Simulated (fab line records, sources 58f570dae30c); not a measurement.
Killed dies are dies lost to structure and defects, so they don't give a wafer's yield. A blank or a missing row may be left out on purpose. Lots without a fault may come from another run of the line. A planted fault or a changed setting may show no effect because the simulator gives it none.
Which tool did it? | flow berkeley_cmos170 | 14 lots, 42 wafers sampled, at 4 steps of a route of 331

WHAT THE GAUGES READ, wafer by wafer
UCB170_CONTACT_OVL_MEAS_16.
lot  | measured     | on         | CONTACT_OVL (nm)
L430 | day 7 08:20  | overlay-02 | 14 3 8
L432 | day 7 18:27  | overlay-01 | 11 10 5
L433 | day 8 03:25  | overlay-01 | -6 0 1
L435 | day 8 09:35  | overlay-02 | -13 1 -14
L436 | day 8 22:50  | overlay-01 | -4 -16 -5
L437 | day 8 23:07  | overlay-01 | -6 6 6
L438 | day 9 01:49  | overlay-01 | -4 -5 1
L440 | day 9 01:34  | overlay-01 | -3 3 -1
L441 | day 9 23:14  | overlay-02 | -5 -4 -1
L442 | day 9 22:16  | overlay-02 | 10 9 4
L443 | day 10 00:36 | overlay-01 | -6 4 -2
L447 | day 10 16:23 | overlay-01 | -6 -3 -4
L451 | day 11 11:49 | overlay-01 | -1 -5 -4
L453 | day 11 11:27 | overlay-01 | -6 3 -7

UCB170_M2_CD_MEAS_90: target cd 700 nm.
lot  | measured     | on        | cd_nm (nm)
L430 | day 7 19:16  | cd_sem-02 | 700 703 698
L432 | day 8 07:14  | cd_sem-02 | 707 705 706
L433 | day 8 14:26  | cd_sem-01 | 699 702 698
L435 | day 8 23:25  | cd_sem-01 | 704 701 701
L436 | day 9 15:43  | cd_sem-02 | 696 702 701
L437 | day 9 15:55  | cd_sem-01 | 707 706 702
L438 | day 9 16:13  | cd_sem-02 | 701 700 707
L440 | day 9 16:26  | cd_sem-02 | 704 700 700
L441 | day 10 14:30 | cd_sem-01 | 699 699 699
L442 | day 10 11:27 | cd_sem-02 | 706 703 707
L443 | day 10 15:22 | cd_sem-02 | 706 705 705
L447 | day 11 04:01 | cd_sem-01 | 704 704 704
L451 | day 11 23:34 | cd_sem-02 | 703 699 697
L453 | day 11 23:01 | cd_sem-01 | 704 702 703

UCB170_V2_CD_MEAS_12: target cd 700 nm.
lot  | measured     | on        | cd_nm (nm)
L430 | day 7 23:21  | cd_sem-02 | 700.0 698.9 697.2
L432 | day 8 09:08  | cd_sem-02 | 701.2 703.2 700.9
L433 | day 8 17:32  | cd_sem-01 | 699.3 698.9 699.9
L435 | day 9 01:34  | cd_sem-01 | 700.4 700.8 701.0
L436 | day 9 18:58  | cd_sem-01 | 699.0 699.4 699.4
L437 | day 9 19:58  | cd_sem-01 | 698.0 697.7 697.0
L438 | day 9 20:14  | cd_sem-01 | 700.8 699.6 698.4
L440 | day 9 20:29  | cd_sem-02 | 698.8 698.6 697.8
L441 | day 10 17:15 | cd_sem-02 | 701.8 701.6 701.8
L442 | day 10 14:27 | cd_sem-02 | 700.3 701.1 701.8
L443 | day 10 19:16 | cd_sem-02 | 701.7 700.5 700.2
L447 | day 11 06:13 | cd_sem-01 | 697.5 699.4 698.0
L451 | day 12 01:52 | cd_sem-01 | 700.4 699.4 701.9
L453 | day 12 01:36 | cd_sem-02 | 698.9 699.9 700.9

WHICH TOOL RAN EACH LOT (tool, then ch and the chambers of the sampled wafers, then the start)
lot  | UCB170_NWELL_IMPLANT_14
L430 | implanter-04 ch 0, day 2 02:19
L432 | implanter-01 ch 0, day 2 16:47
L433 | implanter-04 ch 0, day 2 23:11
L435 | implanter-01 ch 0, day 3 05:21
L436 | implanter-02 ch 0, day 3 13:13
L437 | implanter-01 ch 0, day 3 16:26
L438 | implanter-01 ch 0, day 4 04:32
L440 | implanter-04 ch 0, day 4 10:43
L441 | implanter-01 ch 0, day 4 18:22
L442 | implanter-02 ch 0, day 4 18:33
L443 | implanter-01 ch 0, day 5 03:46
L447 | implanter-04 ch 0, day 6 02:17
L451 | implanter-04 ch 0, day 6 18:09
L453 | implanter-04 ch 0, day 7 03:30
- UCB170_NWELL_IMPLANT_14

WHAT THE TOOLS THEMSELVES READ (means of the sampled wafers that have a number; where no wafer has one, the mark that the record gives instead)
UCB170_NWELL_IMPLANT_14.
lot  | tool         | faraday_current_uA | tilt_deg (degrees)
L430 | implanter-04 | 32.1               | 7.009
L432 | implanter-01 | 32.1               | 6.994
L433 | implanter-04 | 31.8               | 7.013
L435 | implanter-01 | 31.5               | 7.002
L436 | implanter-02 | 31.8               | 7.012
L437 | implanter-01 | 31.7               | 7.014
L438 | implanter-01 | 31.6               | 7.002
L440 | implanter-04 | 32.3               | 6.997
L441 | implanter-01 | 32.4               | 6.972
L442 | implanter-02 | 31.9               | 7.006
L443 | implanter-01 | 31.9               | 7.001
L447 | implanter-04 | 31.7               | 6.995
L451 | implanter-04 | 32.3               | 6.599
L453 | implanter-04 | 31.8               | 6.605

THE ANSWER, worked out from the rows above alone
Rule: what is usual is taken from the lots themselves. Put in order of their means at a reading, lots are off if they are a third of the lots or fewer, leave a main group of 4 or more, and stand apart from it by a gap of 3 or more times the standard deviation of the main group's means; of several such gaps the widest counts. A main group whose means are all the same, to the digits that the tables above print for the reading, isn't used. A lot without any number at a reading at which 4 lots or more have one is off too. The other lots that the step has rows for count as sound. The gauges are gone through in route order, then the tools' own readings, and for those a lot's mean is taken as printed above. The first step at which some lot is off is used, and at that step the reading that is off furthest; a lot without a number counts as furthest.
Off: L451, L453, at UCB170_NWELL_IMPLANT_14 (tilt_deg). The main group: mean 7.001 degrees, standard deviation 0.011.
A tool fits if, at that step or a process step before it, it ran every lot that is off, and no sound lot after the first of them. One fits: implanter-04 at UCB170_NWELL_IMPLANT_14. Its last sound lot is L447 (day 6 02:17), its first lot that is off L451 (day 6 18:09): a fault that began between those two fits.
The tool's own readings at UCB170_NWELL_IMPLANT_14 bear it out: on the lots that are off they differ by more than 5 times the standard deviation of the sound lots' means. tilt_deg reads 6.602 degrees there against 7.001 degrees on the sound lots.

WHAT THE SIMULATOR HAD PUT IN
Process parameter drift: implanter-04, from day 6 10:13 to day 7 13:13, at UCB170_NWELL_IMPLANT_14. Setting tilt_deg, moved by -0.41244, from 7. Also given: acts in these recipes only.
Lots struck among those shown: L453, L451. The rule above found the same.
